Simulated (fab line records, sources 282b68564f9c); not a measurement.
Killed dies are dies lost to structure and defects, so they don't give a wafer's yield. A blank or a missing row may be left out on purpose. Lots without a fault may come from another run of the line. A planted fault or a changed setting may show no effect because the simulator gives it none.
A struck lot beside a sound one | flow rit_cmos | 19 steps out of a route of 202
Sound: wafers L852.1, L852.5, L852.6. Struck: wafers L857.4, L857.5. (L857.6 of the same lot was not struck and is left out.) The cause comes at the end.
At each step with rows: each side's tool, then ch and its chambers, then its first start. Under that, the readings that differ: sound wafers | struck wafers | difference of the means | sigmas: that difference in standard deviations of wafers without a fault.
alike: readings whose means differ by less than 2 such deviations, and words and numbers that are the same on both sides. not compared: withheld readings, readings that some wafer has no value for, bounds like >300 that may hide the same value, and numbers for which the record gives no deviation and whose values overlap.
The two part at a step that has a row with sigmas, a row that says differs or no value, or rows on one side only. Numbers that don't overlap but have no deviation are shown without sigmas and don't part them. A reading that every wafer of one side lacks parts them only if that side has two wafers or more.

RIT_M1_SPUTTER_00: material Al, target thk 400 nm, time 500 s.
  sound on pvd_sputter-03, day 3 19:31; struck on pvd_sputter-02, day 4 23:22
  alike: throttle_valve_pct
RIT_M1_RS_MEAS_01: measures by four-point-probe.
  sound on film_metro-02, day 3 19:49; struck on film_metro-01, day 4 23:43
  alike: M1_AL_RS
RIT_M1_THK_MEAS_02: measures by xrf.
  sound on film_metro-02, day 3 19:56; struck on film_metro-01, day 4 23:49
  alike: M1_AL_THK
then, 6 steps without rows for these wafers: RIT_M1_HMDS_03 (prime time 60 s); RIT_M1_COAT_04 (resist thk 1300 nm); RIT_M1_SOFTBAKE_05 (time 60 s); RIT_M1_EXPOSE_06 (exposes mask M12, target cd 2600 nm); RIT_M1_PEB_07; RIT_M1_DEVELOP_08 (develop time 68 s).
RIT_M1_CD_MEAS_09: target cd 2600 nm.
  sound on cd_sem-02, day 3 20:52; struck on cd_sem-01, day 5 01:00
  alike: cd_nm
RIT_M1_OVL_MEAS_10:
  sound on overlay-02, day 3 20:59; struck on overlay-01, day 5 01:05
  alike: M1_OVL
then, 1 step without rows for these wafers: RIT_M1_HARDBAKE_11 (time 120 s).
RIT_M1_METAL_ETCH_12: etches Al in Cl2/BCl3, stops on SiO2, time 165 s, target depth 600 nm.
  sound on rie_metal-04 ch 0,1, day 3 21:17; struck on rie_metal-02 ch 0, day 5 01:25
  alike: drypump_motor_current_A, oes_product_au, throttle_valve_pct
  not compared: rf_hours_counter_h
then, 1 step without rows for these wafers: RIT_M1_STRIP_13 (strips in nmp, time 600 s).
RIT_M1_STRIP_14: strips in O2, time 180 s.
  sound on plasma_asher-04 ch 0,1, day 3 21:37; struck on plasma_asher-03 ch 1, day 5 01:46
  reading                     | sound       | struck  | difference | sigmas
  drypump_motor_current_A (A) | 4.8 5.4 4.8 | 6.2 6.2 | +1.2       | +2
  alike: rf_refl_power_W
  not compared: rf_hours_counter_h
RIT_M1_CD_MEAS_90: target cd 2600 nm.
  sound on cd_sem-02, day 3 21:47; struck on cd_sem-01, day 5 01:56
  alike: cd_nm
then, 1 step without rows for these wafers: RIT_M1_ANNEAL_15 (time 1754 s).
RIT_M1_BOW_MEAS_16:
  sound on film_metro-02, day 3 23:25; struck on film_metro-02, day 5 03:34
  alike: M1_BOW
RIT_M1_PROBE_99:
  sound on prober-01, day 3 23:32; struck on prober-02, day 5 03:46
  reading            | sound | struck | difference | sigmas
  killed_at_M0_to_M3 | 0 0 0 | 6 3    | +4         | +32
  killed_short       | 5 4 7 | 1 1    | -4         | -2
  alike: defect_limited_yield, killed_at_contacts, killed_at_front_end, killed_dies, killed_open, sort_bin_3_pad_short, sort_bin_5_function, sort_bin_6_memory, sort_n_pass, sort_yield_pct
  not compared: model.etest.tester.sort_n_pass, model.etest.tester.sort_yield_pct, model.etest.tester.sort_bin_5_pct

WHERE THEY PART
First at RIT_M1_STRIP_14; last, within this record, at RIT_M1_PROBE_99.

WHY: what the simulator had put in
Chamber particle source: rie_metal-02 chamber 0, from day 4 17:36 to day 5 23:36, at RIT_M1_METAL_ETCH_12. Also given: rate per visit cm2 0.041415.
